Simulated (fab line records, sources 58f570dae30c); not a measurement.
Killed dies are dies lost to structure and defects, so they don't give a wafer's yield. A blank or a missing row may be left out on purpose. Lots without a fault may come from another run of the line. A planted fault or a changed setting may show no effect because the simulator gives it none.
Which tool did it? | flow berkeley_cmos170 | 14 lots, 42 wafers sampled, at 5 steps of a route of 331

WHAT THE GAUGES READ, wafer by wafer
UCB170_PLDD_TW_MEAS_11. Usual: PLDD_TW 1005, standard deviation 5.
lot  | measured     | on            | PLDD_TW        | flag
L468 | day 7 16:38  | film_metro-03 | 1012 1009 1009 |
L469 | day 7 18:00  | film_metro-03 | 1007 1017 1011 |
L471 | day 7 21:14  | film_metro-01 | 1006 1004 1002 |
L478 | day 9 17:20  | film_metro-01 | 1023 1028 1024 | OFF
L479 | day 9 17:26  | film_metro-02 | 1005 1003 1003 |
L477 | day 9 17:41  | film_metro-01 | 1023 1022 1025 | OFF
L483 | day 11 01:43 | film_metro-03 | 1012 1013 1005 |
L484 | day 11 01:47 | film_metro-01 | 1004 1002 1008 |
L485 | day 11 02:08 | film_metro-01 | 1005 1006 1000 |
L487 | day 11 18:31 | film_metro-03 | 1004 1010 1004 |
L490 | day 11 18:41 | film_metro-01 | 995 1006 1006  |
L489 | day 11 18:49 | film_metro-02 | 1007 1009 1010 |
L488 | day 11 19:07 | film_metro-03 | 1008 1004 1011 |
L491 | day 12 11:33 | film_metro-01 | 1000 1007 1000 |

UCB170_SDANNEAL_RS_MEAS_04: measures by four-point-probe. Usual: PLDD_RS 1031 ohm/sq, standard deviation 3.1.
lot  | measured     | on            | PLDD_RS (ohm/sq) | flag
L468 | day 8 10:41  | film_metro-02 | 1030 1027 1027   |
L469 | day 8 11:54  | film_metro-02 | 1027 1026 1029   |
L471 | day 8 11:10  | film_metro-02 | 1032 1032 1032   |
L478 | day 10 08:56 | film_metro-02 | 969 967 965      | OFF
L479 | day 10 08:55 | film_metro-03 | 1032 1031 1034   |
L477 | day 10 09:16 | film_metro-01 | 967 971 970      | OFF
L483 | day 12 02:58 | film_metro-03 | 1033 1034 1033   |
L484 | day 12 02:47 | film_metro-02 | 1029 1027 1029   |
L485 | day 12 03:19 | film_metro-02 | 1026 1026 1030   |
L487 | day 12 10:11 | film_metro-02 | 1032 1030 1029   |
L490 | day 12 10:38 | film_metro-01 | 1035 1035 1035   |
L489 | day 12 10:27 | film_metro-03 | 1026 1030 1028   |
L488 | day 12 10:56 | film_metro-02 | 1027 1025 1026   |
L491 | day 13 07:04 | film_metro-02 | 1030 1034 1033   |

UCB170_M2_OVL_MEAS_16. Usual: M2_OVL 1 nm, standard deviation 4.7.
lot  | measured     | on         | M2_OVL (nm) | flag
L468 | day 9 06:02  | overlay-02 | -3 0 1      |
L469 | day 9 05:55  | overlay-02 | 5 5 0       |
L471 | day 9 06:36  | overlay-01 | 7 5 -1      |
L478 | day 11 01:52 | overlay-02 | 1 -2 -7     |
L479 | day 11 01:35 | overlay-01 | 3 1 4       |
L477 | day 11 02:25 | overlay-01 | 10 4 9      |
L483 | day 13 03:07 | overlay-01 | 3 10 7      |
L484 | day 13 02:28 | overlay-02 | 0 3 -3      |
L485 | day 13 03:50 | overlay-01 | -4 0 -6     |
L487 | day 13 07:34 | overlay-02 | 9 2 7       |
L490 | day 13 11:53 | overlay-02 | 0 2 6       |
L489 | day 13 12:08 | overlay-01 | 1 -2 0      |
L488 | day 13 08:15 | overlay-01 | 0 -1 6      |
L491 | day 13 23:57 | overlay-01 | 6 5 9       |

WHICH TOOL RAN EACH LOT (tool, then ch and the chambers of the sampled wafers, then the start)
lot  | UCB170_PLDD_IMPLANT_08          | UCB170_SPACER_CVD_00
L468 | implanter-03 ch 0, day 7 16:14  | pecvd-01 ch 1,2, day 7 19:45
L469 | implanter-04 ch 0, day 7 17:36  | pecvd-02 ch 0,1,2, day 7 21:00
L471 | implanter-03 ch 0, day 7 20:50  | pecvd-03 ch 0,1,2, day 7 23:06
L478 | implanter-03 ch 0, day 9 16:57  | pecvd-01 ch 0,1,2, day 9 19:38
L479 | implanter-04 ch 0, day 9 17:02  | pecvd-03 ch 1,2, day 9 19:38
L477 | implanter-03 ch 0, day 9 17:19  | pecvd-02 ch 0,2, day 9 19:49
L483 | implanter-02 ch 0, day 11 01:19 | pecvd-02 ch 0,2, day 11 03:58
L484 | implanter-04 ch 0, day 11 01:23 | pecvd-03 ch 0,2, day 11 04:10
L485 | implanter-02 ch 0, day 11 01:44 | pecvd-01 ch 0,1,2, day 11 04:32
L487 | implanter-04 ch 0, day 11 18:07 | pecvd-01 ch 0,1,2, day 11 20:41
L490 | implanter-02 ch 0, day 11 18:17 | pecvd-02 ch 0,2, day 11 20:59
L489 | implanter-04 ch 0, day 11 18:25 | pecvd-03 ch 0,1, day 11 21:17
L488 | implanter-04 ch 0, day 11 18:43 | pecvd-01 ch 0,1, day 11 21:46
L491 | implanter-04 ch 0, day 12 11:11 | pecvd-03 ch 0,2, day 12 13:39
- UCB170_PLDD_IMPLANT_08
- UCB170_SPACER_CVD_00: deposits SiO2 from TEOS/O2, target thk 376 nm, time 47 s.

WHAT THE TOOLS THEMSELVES READ (means of the sampled wafers that have a number; where no wafer has one, the mark that the record gives instead)
UCB170_PLDD_IMPLANT_08. Usual: dose_ions_cm2 5.001e+13, standard deviation 5.5e+10; faraday_current_uA 156, standard deviation 4.6; rotation_deg 0.000 degrees, standard deviation 0.019.
lot  | tool         | dose_ions_cm2 | faraday_current_uA | rotation_deg (degrees) | flag
L468 | implanter-03 | 5.007e+13     | 159                | -0.011                 |
L469 | implanter-04 | 5.004e+13     | 150                | 0.019                  |
L471 | implanter-03 | 5.004e+13     | 155                | -0.019                 |
L478 | implanter-03 | 5.797e+13     | 185                | -0.003                 | OFF
L479 | implanter-04 | 4.998e+13     | 152                | -0.004                 |
L477 | implanter-03 | 5.792e+13     | 184                | -0.011                 | OFF
L483 | implanter-02 | 4.996e+13     | 157                | 0.016                  |
L484 | implanter-04 | 4.994e+13     | 151                | 0.009                  |
L485 | implanter-02 | 5.004e+13     | 160                | 0.013                  |
L487 | implanter-04 | 5.002e+13     | 152                | -0.006                 |
L490 | implanter-02 | 4.999e+13     | 161                | 0.004                  |
L489 | implanter-04 | 5.001e+13     | 155                | -0.001                 |
L488 | implanter-04 | 4.993e+13     | 151                | 0.034                  |
L491 | implanter-04 | 4.996e+13     | 152                | 0.009                  |

UCB170_SPACER_CVD_00. Usual: heater_power_w 246 W, standard deviation 40; susceptor_temp_C 389.98 C, standard deviation 0.24.
lot  | tool     | heater_power_w (W) | susceptor_temp_C (C) | flag
L468 | pecvd-01 | 198                | 389.99               |
L469 | pecvd-02 | 237                | 389.97               |
L471 | pecvd-03 | 238                | 389.94               |
L478 | pecvd-01 | 204                | 390.14               |
L479 | pecvd-03 | 208                | 390.11               |
L477 | pecvd-02 | 280                | 389.86               |
L483 | pecvd-02 | 263                | 389.77               |
L484 | pecvd-03 | 216                | 390.00               |
L485 | pecvd-01 | 223                | 390.01               |
L487 | pecvd-01 | 224                | 390.15               |
L490 | pecvd-02 | 257                | 389.72               |
L489 | pecvd-03 | 294                | 389.99               |
L488 | pecvd-01 | 241                | 389.89               |
L491 | pecvd-03 | 311                | 390.28               |

THE ANSWER, worked out from the rows above alone
Rule: a lot is off if the mean of its wafers that have a number lies more than 3 standard deviations from the usual mean. A lot without any number at a reading at which 4 lots or more have one is off too. The other lots that the step has rows for count as sound. The gauges are gone through in route order, then the tools' own readings, and for those a lot's mean is taken as printed above. The first step at which some lot is off is used, and at that step the reading that is off furthest; a lot without a number counts as furthest.
Off: L478, L477, at UCB170_PLDD_TW_MEAS_11 (PLDD_TW).
A tool fits if, at a process step before that reading, it ran every lot that is off, and no sound lot after the first of them. The gauges at UCB170_PLDD_TW_MEAS_11 aren't tried: what is off there is off at UCB170_PLDD_IMPLANT_08 too, on other tools, and a gauge's error can't cause that. One fits: implanter-03 at UCB170_PLDD_IMPLANT_08. Its last sound lot is L471 (day 7 20:50), its first lot that is off L478 (day 9 16:57): a fault that began between those two fits.
The tool's own readings at UCB170_PLDD_IMPLANT_08 bear it out: on the lots that are off they differ by more than 5 times the standard deviation of the sound lots' means. dose_ions_cm2 reads 5.794e+13 there against 5.000e+13 on the sound lots; faraday_current_uA reads 184 there against 155 on the sound lots.

WHAT THE SIMULATOR HAD PUT IN
Process parameter drift: implanter-03, from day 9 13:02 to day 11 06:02, at UCB170_PLDD_IMPLANT_08. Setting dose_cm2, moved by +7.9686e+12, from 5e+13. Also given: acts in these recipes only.
Lots struck among those shown: L478, L477. The rule above found the same.
